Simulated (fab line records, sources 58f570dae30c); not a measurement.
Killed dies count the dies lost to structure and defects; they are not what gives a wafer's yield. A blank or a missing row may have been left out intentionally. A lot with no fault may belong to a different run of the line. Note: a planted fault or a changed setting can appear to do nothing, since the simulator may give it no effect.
fab line records ; flow berkeley_cmos170
record lots=14; wafers=42; last_day=13
route steps=331 shown CONTACT@233 V2@305
lots that met no fault: from a run of the same line without faults
start_h: hours from the record's opening day to when the first of the lot's shown wafers began ; wait_h: hours from the lot's prior step to this one ; " repeats the value in the row above ; L1.1+2: several wafers, shown together as one row ; - no value, or no start was given ; * or withheld: withheld ; < > ~ a bound
route shown NAME@n: names a module that has steps shown in the file, with the first one's number in the route ; usual: the fault-free wafers' mean and standard deviation ; same: alike in all rows ; chamber/n: place in a boat ; sites: per-site readings ; _std_site: the values' standard deviation ; _edge_site: inner sites' mean taken away from outer sites' mean ; radius_mm: how far each site lies from the wafer's centre ; mask NAME#n: copy n ; behind: the last tool/chamber to shape the wafer ; hold: why the lot went on hold/how many hours it stayed there/how the hold came to an end ; device: transistor that didn't switch, given as n, p or np ; end of line: tests of these same wafers at the route's end ; for a step that has no rows: nothing shown but its recipe ; killed: not the wafer's yield, but the dies lost to structure and defects at the first sort ; map: a wafer's dies, marking killed ones x, the rest . and places with no die _
set.NAME: the setting the step ran with; set.NAME@STEP: the setting that earlier step ran with ; model.NAME: the simulator's own value behind a step, which no gauge read
the route's steps for a sample of lots (tables are steps, rows are wafers)
services: when a tool's chamber went out of use (start_h, in hours from the record's first day, below 0 if earlier), for how many hours, and the reason
## steps
# step UCB170_CONTACT_ETCH_17
# recipe chemistry=N2/H2; target_depth_a=withheld; overetch_a=withheld; target=BARC; time_s=withheld; source_w=500; bias_w=100; pressure_mtorr=30; n2_flow_sccm=100; h2_flow_sccm=200
# usual chamber_pressure_mTorr=29.997/0.03; drypump_motor_current_A=5.8/0.43; oes_product_au=0.998/0.022; throttle_valve_pct=13.32/0.16
lot.wafer;tool;chamber;start_h;wait_h;chamber_pressure_mTorr;drypump_motor_current_A;oes_product_au;throttle_valve_pct
L690.2;rie_diel-02;3;161.43;0.0;29.990;5.1;0.988;13.10
L690.5;rie_diel-02;1;161.43;0.0;29.992;6.2;0.975;13.51
L690.6;rie_diel-02;0;161.43;0.0;29.994;5.2;1.044;13.02
L688.1;rie_diel-04;2;161.67;0.0;29.983;5.9;1.007;13.32
L688.4;rie_diel-04;1;161.67;0.0;30.005;6.3;0.998;13.23
L688.5;rie_diel-04;2;161.67;0.0;30.019;5.9;1.006;13.33
L689.4;rie_diel-02;3;164.40;0.0;30.033;5.1;0.994;13.11
L689.5;rie_diel-02;1;164.40;0.0;29.969;6.2;0.964;13.51
L689.6;rie_diel-02;2;164.40;0.0;30.001;5.4;0.990;13.46
L691.1;rie_diel-04;3;173.06;0.0;30.016;6.3;0.987;13.23
L691.3;rie_diel-04;2;173.06;0.0;30.062;5.9;1.007;13.33
L691.5;rie_diel-04;3;173.06;0.0;30.009;6.2;0.983;13.21
L694.1;rie_diel-02;2;202.15;0.0;30.035;5.4;0.992;13.48
L694.2;rie_diel-02;1;202.15;0.0;29.955;6.2;0.965;13.52
L694.6;rie_diel-02;1;202.15;0.0;29.945;6.2;0.952;13.52
L697.2;rie_diel-04;1;203.54;0.0;29.999;6.3;1.018;13.25
L697.3;rie_diel-04;0;203.54;0.0;29.971;6.2;1.039;13.48
L697.5;rie_diel-04;1;203.54;0.0;30.010;6.3;1.021;13.24
L699.4;rie_diel-03;0;234.97;0.0;30.058;5.7;0.997;13.18
L699.5;rie_diel-03;2;234.97;0.0;30.014;6.2;1.009;13.38
L699.6;rie_diel-03;1;234.97;0.0;29.958;6.3;0.970;13.34
L703.1;rie_diel-02;1;251.27;0.0;29.998;6.2;0.963;13.52
L703.2;rie_diel-02;2;251.27;0.0;30.008;5.5;1.008;13.46
L703.6;rie_diel-02;2;251.27;0.0;30.036;5.4;0.996;13.48
L702.2;rie_diel-04;1;251.73;0.0;30.039;6.3;1.012;13.25
L702.3;rie_diel-04;0;251.73;0.0;29.921;6.2;1.023;13.47
L702.6;rie_diel-04;3;251.73;0.0;29.996;6.2;0.988;13.22
L706.1;rie_diel-03;2;262.06;0.0;30.012;6.2;1.010;13.39
L706.4;rie_diel-03;1;262.06;0.0;29.990;6.3;0.970;13.35
L706.5;rie_diel-03;2;262.06;0.0;29.966;6.2;1.018;13.37
L705.1;rie_diel-02;2;262.30;0.0;29.998;5.5;0.990;13.47
L705.5;rie_diel-02;2;262.30;0.0;30.041;5.4;0.998;13.47
L705.6;rie_diel-02;1;262.30;0.0;29.985;6.2;0.960;13.50
L707.1;rie_diel-03;1;271.85;0.0;29.959;6.2;0.972;13.33
L707.2;rie_diel-03;2;271.85;0.0;30.030;6.2;1.022;13.37
L707.4;rie_diel-03;3;271.85;0.0;29.994;5.4;1.000;13.54
L708.1;rie_diel-02;2;272.89;0.0;30.006;5.4;1.000;13.47
L708.2;rie_diel-02;1;272.89;0.0;29.980;6.2;0.964;13.50
L708.3;rie_diel-02;3;272.89;0.0;29.992;5.2;1.000;13.11
L709.1;rie_diel-03;2;292.31;0.0;29.982;6.2;1.001;13.39
L709.2;rie_diel-03;3;292.31;0.0;29.997;5.4;0.981;13.55
L709.4;rie_diel-03;1;292.31;0.0;30.002;6.2;0.965;13.34
# step UCB170_CONTACT_CD_MEAS_90
# recipe target_cd_nm=700
# usual cd_nm=700.1/1.7
lot.wafer;tool;chamber;start_h;wait_h;cd_nm
L690.2;cd_sem-02;-;161.78;0.1;700.7
L690.5;cd_sem-02;-;161.78;0.1;702.8
L690.6;cd_sem-02;-;161.78;0.1;700.4
L688.1;cd_sem-02;-;161.94;0.1;698.5
L688.4;cd_sem-02;-;161.94;0.1;700.1
L688.5;cd_sem-02;-;161.94;0.1;698.4
L689.4;cd_sem-01;-;164.72;0.1;698.0
L689.5;cd_sem-01;-;164.72;0.1;701.6
L689.6;cd_sem-01;-;164.72;0.1;699.5
L691.1;cd_sem-01;-;173.32;0.1;698.8
L691.3;cd_sem-01;-;173.32;0.1;698.8
L691.5;cd_sem-01;-;173.32;0.1;699.0
L694.1;cd_sem-02;-;202.41;0.1;698.0
L694.2;cd_sem-02;-;202.41;0.1;699.3
L694.6;cd_sem-02;-;202.41;0.1;700.6
L697.2;cd_sem-02;-;203.83;0.1;698.5
L697.3;cd_sem-02;-;203.83;0.1;695.1
L697.5;cd_sem-02;-;203.83;0.1;697.7
L699.4;cd_sem-02;-;235.30;0.1;700.8
L699.5;cd_sem-02;-;235.30;0.1;703.0
L699.6;cd_sem-02;-;235.30;0.1;703.1
L703.1;cd_sem-02;-;251.54;0.1;697.8
L703.2;cd_sem-02;-;251.54;0.1;698.4
L703.6;cd_sem-02;-;251.54;0.1;698.3
L702.2;cd_sem-01;-;252.02;0.1;700.5
L702.3;cd_sem-01;-;252.02;0.1;697.9
L702.6;cd_sem-01;-;252.02;0.1;699.7
L706.1;cd_sem-01;-;262.33;0.1;700.0
L706.4;cd_sem-01;-;262.33;0.1;700.2
L706.5;cd_sem-01;-;262.33;0.1;701.3
L705.1;cd_sem-02;-;262.57;0.1;698.5
L705.5;cd_sem-02;-;262.57;0.1;698.2
L705.6;cd_sem-02;-;262.57;0.1;698.7
L707.1;cd_sem-01;-;272.12;0.1;702.0
L707.2;cd_sem-01;-;272.12;0.1;699.8
L707.4;cd_sem-01;-;272.12;0.1;698.8
L708.1;cd_sem-01;-;273.15;0.1;701.4
L708.2;cd_sem-01;-;273.15;0.1;703.8
L708.3;cd_sem-01;-;273.15;0.1;701.4
L709.1;cd_sem-02;-;292.58;0.1;701.2
L709.2;cd_sem-02;-;292.58;0.1;702.3
L709.4;cd_sem-02;-;292.58;0.1;702.2
# step UCB170_V2_OVL_MEAS_13
# usual V2_OVL=-2/6.2
lot.wafer;tool;chamber;start_h;wait_h;V2_OVL[nm]
L690.2;overlay-02;-;175.16;0.1;2
L690.5;overlay-02;-;175.16;0.1;1
L690.6;overlay-02;-;175.16;0.1;0
L688.1;overlay-02;-;175.85;0.1;-9
L688.4;overlay-02;-;175.85;0.1;-21
L688.5;overlay-02;-;175.85;0.1;-8
L689.4;overlay-02;-;180.41;0.1;-2
L689.5;overlay-02;-;180.41;0.1;-1
L689.6;overlay-02;-;180.41;0.1;-1
L691.1;overlay-02;-;184.80;0.1;0
L691.3;overlay-02;-;184.80;0.1;-3
L691.5;overlay-02;-;184.80;0.1;3
L694.1;overlay-02;-;214.73;0.1;-2
L694.2;overlay-02;-;214.73;0.1;-3
L694.6;overlay-02;-;214.73;0.1;-5
L697.2;overlay-01;-;216.95;0.1;-9
L697.3;overlay-01;-;216.95;0.1;-6
L697.5;overlay-01;-;216.95;0.1;-6
L699.4;overlay-01;-;250.08;0.1;-4
L699.5;overlay-01;-;250.08;0.1;-6
L699.6;overlay-01;-;250.08;0.1;-2
L703.1;overlay-02;-;264.91;0.1;5
L703.2;overlay-02;-;264.91;0.1;-4
L703.6;overlay-02;-;264.91;0.1;-3
L702.2;overlay-02;-;266.24;0.1;-9
L702.3;overlay-02;-;266.24;0.1;-15
L702.6;overlay-02;-;266.24;0.1;-5
L706.1;overlay-01;-;274.78;0.1;-1
L706.4;overlay-01;-;274.78;0.1;-6
L706.5;overlay-01;-;274.78;0.1;-3
L705.1;overlay-01;-;275.10;0.1;8
L705.5;overlay-01;-;275.10;0.1;4
L705.6;overlay-01;-;275.10;0.1;2
L707.1;overlay-01;-;282.85;0.1;7
L707.2;overlay-01;-;282.85;0.1;11
L707.4;overlay-01;-;282.85;0.1;5
L708.1;overlay-02;-;284.27;0.1;-8
L708.2;overlay-02;-;284.27;0.1;-6
L708.3;overlay-02;-;284.27;0.1;-12
L709.1;overlay-02;-;307.67;0.1;-5
L709.2;overlay-02;-;307.67;0.1;1
L709.4;overlay-02;-;307.67;0.1;2
# step UCB170_V2_ETCH_14
# recipe chemistry=CHF3/CF4/Ar; target=SiO2; stop_on=Al; CHF3_flow_sccm=45; cf4_flow_sccm=15; Ar_flow_sccm=150; pressure_mtorr=200; rf_w=700; target_depth_a=12500; over_etch_frac=0.25; time_s=291
# usual chamber_pressure_mTorr=199.98/0.17; drypump_motor_current_A=5.8/0.42; oes_product_au=0.872/0.012; throttle_valve_pct=6.92/0.11
# same over_etch_frac=0.25; time_s=291
lot.wafer;tool;chamber;start_h;wait_h;chamber_pressure_mTorr;drypump_motor_current_A;oes_product_au;rf_hours_counter_h;throttle_valve_pct
L690.2;rie_diel-04;3;175.19;0.0;200.19;6.2;0.876;12;6.84
L690.5;rie_diel-04;3;175.19;0.0;199.99;6.2;0.877;-;6.83
L690.6;rie_diel-04;2;175.19;0.0;200.11;5.9;0.872;-;7.00
L688.1;rie_diel-04;2;175.88;0.0;200.22;5.9;0.878;19;7.01
L688.4;rie_diel-04;0;175.88;0.0;200.21;6.2;0.878;-;7.05
L688.5;rie_diel-04;2;175.88;0.0;200.22;5.9;0.884;-;7.01
L689.4;rie_diel-03;0;180.42;0.0;200.11;5.7;0.878;52;6.77
L689.5;rie_diel-03;3;180.42;0.0;200.16;5.4;0.858;-;7.06
L689.6;rie_diel-03;0;180.42;0.0;199.92;5.7;0.874;-;6.77
L691.1;rie_diel-02;3;184.84;0.0;199.70;5.1;0.883;2;6.88
L691.3;rie_diel-02;1;184.84;0.0;199.87;6.2;0.856;17;7.01
L691.5;rie_diel-02;1;184.84;0.0;199.88;6.2;0.854;-;7.01
L694.1;rie_diel-02;1;214.76;0.0;200.04;6.2;0.861;19;7.02
L694.2;rie_diel-02;3;214.76;0.0;199.85;5.1;0.876;3;6.89
L694.6;rie_diel-02;3;214.76;0.0;199.76;5.1;0.895;-;6.88
L697.2;rie_diel-04;3;216.98;0.0;199.87;6.2;0.855;15;6.83
L697.3;rie_diel-04;2;216.98;0.0;199.95;5.9;0.871;21;7.02
L697.5;rie_diel-04;2;216.98;0.0;200.02;5.9;0.863;-;7.02
L699.4;rie_diel-04;0;250.09;0.0;200.02;6.2;0.865;8;7.03
L699.5;rie_diel-04;2;250.09;0.0;199.92;5.9;0.866;-;7.02
L699.6;rie_diel-04;3;250.09;0.0;199.99;6.3;0.861;-;6.82
L703.1;rie_diel-02;0;264.95;0.0;200.16;5.3;0.894;7;6.75
L703.2;rie_diel-02;1;264.95;0.0;200.00;6.2;0.854;21;7.02
L703.6;rie_diel-02;3;264.95;0.0;199.73;5.1;0.888;-;6.89
L702.2;rie_diel-03;3;266.27;0.0;200.03;5.4;0.862;99;7.03
L702.3;rie_diel-03;2;266.27;0.0;199.70;6.2;0.876;98;7.01
L702.6;rie_diel-03;0;266.27;0.0;200.00;5.7;0.877;-;6.77
L706.1;rie_diel-03;1;274.81;0.0;199.71;6.2;0.850;75;6.86
L706.4;rie_diel-03;0;274.81;0.0;199.80;5.7;0.867;56;6.77
L706.5;rie_diel-03;3;274.81;0.0;199.79;5.4;0.858;-;7.05
L705.1;rie_diel-02;1;275.14;0.0;199.96;6.2;0.862;22;7.02
L705.5;rie_diel-02;1;275.14;0.0;200.38;6.2;0.853;-;7.03
L705.6;rie_diel-02;2;275.14;0.0;199.96;5.4;0.874;-;6.98
L707.1;rie_diel-02;1;282.89;0.0;200.07;6.2;0.854;22;7.02
L707.2;rie_diel-02;3;282.89;0.0;199.89;5.1;0.893;6;6.87
L707.4;rie_diel-02;0;282.89;0.0;200.07;5.3;0.891;8;6.77
L708.1;rie_diel-03;3;284.31;0.0;199.72;5.4;0.864;100;7.03
L708.2;rie_diel-03;1;284.31;0.0;199.93;6.3;0.852;75;6.86
L708.3;rie_diel-03;0;284.31;0.0;200.07;5.7;0.877;56;6.76
L709.1;rie_diel-02;2;307.70;0.0;200.07;5.5;0.869;62;7.00
L709.2;rie_diel-02;3;307.70;0.0;200.16;5.1;0.896;7;6.88
L709.4;rie_diel-02;1;307.70;0.0;200.12;6.2;0.858;23;7.02
# step UCB170_V2_STRIP_15
# recipe chemistry=O2; power_w=400; pressure_mtorr=3500; platen_temp_c=withheld; o2_flow_sccm=400; overash_fraction=0.5
# usual chamber_pressure_mTorr=3500/3.2; drypump_motor_current_A=5.6/0.4; oes_product_au=0.721/0.0043; strip_time_to_endpoint_s=15.31/0.12
lot.wafer;tool;chamber;start_h;wait_h;chamber_pressure_mTorr;drypump_motor_current_A;oes_product_au;rf_hours_counter_h;strip_time_to_endpoint_s
L690.2;plasma_asher-03;1;175.37;0.1;3499;5.9;0.716;45;15.56
L690.5;plasma_asher-03;1;175.37;0.1;3496;6.0;0.723;-;15.39
L690.6;plasma_asher-03;0;175.37;0.1;3502;5.2;0.715;-;15.42
L688.1;plasma_asher-02;1;176.06;0.1;3499;6.2;0.725;40;15.36
L688.4;plasma_asher-02;0;176.06;0.1;3500;5.5;0.724;-;15.23
L688.5;plasma_asher-02;1;176.06;0.1;3501;6.2;0.721;-;15.38
L689.4;plasma_asher-01;1;180.64;0.1;3501;5.1;0.719;-;15.38
L689.5;plasma_asher-01;1;180.64;0.1;3499;5.1;0.725;-;15.18
L689.6;plasma_asher-01;0;180.64;0.1;3496;5.5;0.726;-;15.41
L691.1;plasma_asher-03;0;185.02;0.1;3499;5.2;0.718;46;15.33
L691.3;plasma_asher-03;1;185.02;0.1;3495;5.9;0.720;-;15.28
L691.5;plasma_asher-03;1;185.02;0.1;3503;5.9;0.723;-;15.35
L694.1;plasma_asher-02;1;214.94;0.1;3506;6.2;0.729;43;15.51
L694.2;plasma_asher-02;0;214.94;0.1;3503;5.5;0.724;43;15.41
L694.6;plasma_asher-02;0;214.94;0.1;3501;5.5;0.723;-;15.35
L697.2;plasma_asher-02;0;217.16;0.1;3500;5.5;0.718;43;16.73
L697.3;plasma_asher-02;1;217.16;0.1;3500;6.2;0.727;-;16.61
L697.5;plasma_asher-02;1;217.16;0.1;3496;6.2;0.726;-;16.60
L699.4;plasma_asher-02;0;250.31;0.1;3499;5.5;0.718;-;16.58
L699.5;plasma_asher-02;0;250.31;0.1;3496;5.5;0.720;-;16.60
L699.6;plasma_asher-02;1;250.31;0.1;3495;6.2;0.727;-;16.67
L703.1;plasma_asher-01;1;265.13;0.1;3501;5.1;0.722;17;15.17
L703.2;plasma_asher-01;0;265.13;0.1;3499;5.5;0.723;17;15.41
L703.6;plasma_asher-01;0;265.13;0.1;3497;5.5;0.717;-;15.20
L702.2;plasma_asher-01;0;266.45;0.1;3503;5.5;0.723;17;15.21
L702.3;plasma_asher-01;0;266.45;0.1;3503;5.6;0.717;-;15.12
L702.6;plasma_asher-01;1;266.45;0.1;3502;5.1;0.727;-;15.35
L706.1;plasma_asher-03;1;274.99;0.1;3501;5.9;0.718;53;15.23
L706.4;plasma_asher-03;1;274.99;0.1;3503;5.9;0.719;-;15.37
L706.5;plasma_asher-03;0;274.99;0.1;3495;5.2;0.717;-;15.19
L705.1;plasma_asher-03;0;275.31;0.1;3498;5.2;0.726;53;15.53
L705.5;plasma_asher-03;1;275.31;0.1;3500;5.9;0.728;-;15.43
L705.6;plasma_asher-03;0;275.31;0.1;3499;5.2;0.724;-;15.30
L707.1;plasma_asher-02;0;283.07;0.1;3503;5.5;0.721;51;15.43
L707.2;plasma_asher-02;1;283.07;0.1;3502;6.2;0.725;51;15.34
L707.4;plasma_asher-02;0;283.07;0.1;3501;5.5;0.718;-;15.16
L708.1;plasma_asher-03;1;284.49;0.1;3498;5.9;0.713;54;15.30
L708.2;plasma_asher-03;0;284.49;0.1;3497;5.2;0.726;54;15.34
L708.3;plasma_asher-03;1;284.49;0.1;3496;5.9;0.720;-;15.43
L709.1;plasma_asher-03;0;307.88;0.1;3497;5.2;0.730;56;15.24
L709.2;plasma_asher-03;1;307.88;0.1;3500;6.0;0.724;56;15.28
L709.4;plasma_asher-03;1;307.88;0.1;3500;5.9;0.720;-;15.39
## services
tool;chamber;start_h;hours;kind
plasma_asher-03;-;145.54;4.0;repair
rie_diel-04;1;170.26;-;clean
rie_diel-04;1;170.26;21.3;scheduled_down
rie_diel-04;1;170.26;21.3;vent_cycle
plasma_asher-03;-;196.53;0.5;repair
rie_diel-03;2;206.44;6.6;repair
plasma_asher-03;-;255.31;15.6;pm
rie_diel-03;3;257.88;5.1;repair
## key
first_sign step=UCB170_V2_STRIP_15; reading=strip_time_to_endpoint_s; direction=up; sigmas=11; usual=*; struck=*
effect none on later readings
met_at UCB170_V2_ETCH_14
struck_lots L697,L699
later_rows_left_out L697.2,L697.3,L697.5,L699.5,L699.6
sort_left_out L697.2,L697.3,L697.5,L699.4,L699.5,L699.6
not_acting_at UCB170_CONTACT_ETCH_17,UCB170_CONTACT_CD_MEAS_90,UCB170_V2_OVL_MEAS_13
onset_between 175.88 216.98
fault kind=process_parameter_drift; tool=rie_diel-04; chamber=-; onset_h=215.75; steps=UCB170_V2_ETCH_14; channel=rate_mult; offset=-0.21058; shape=step; end_h=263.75
# sort_left_out: the simulated sort isn't trusted on such a fault, so these wafers' sort isn't shown, and their yield isn't known
# later_rows_left_out: the simulator's readings of these wafers behind a module that went badly wrong aren't trusted and aren't shown, but for the sort
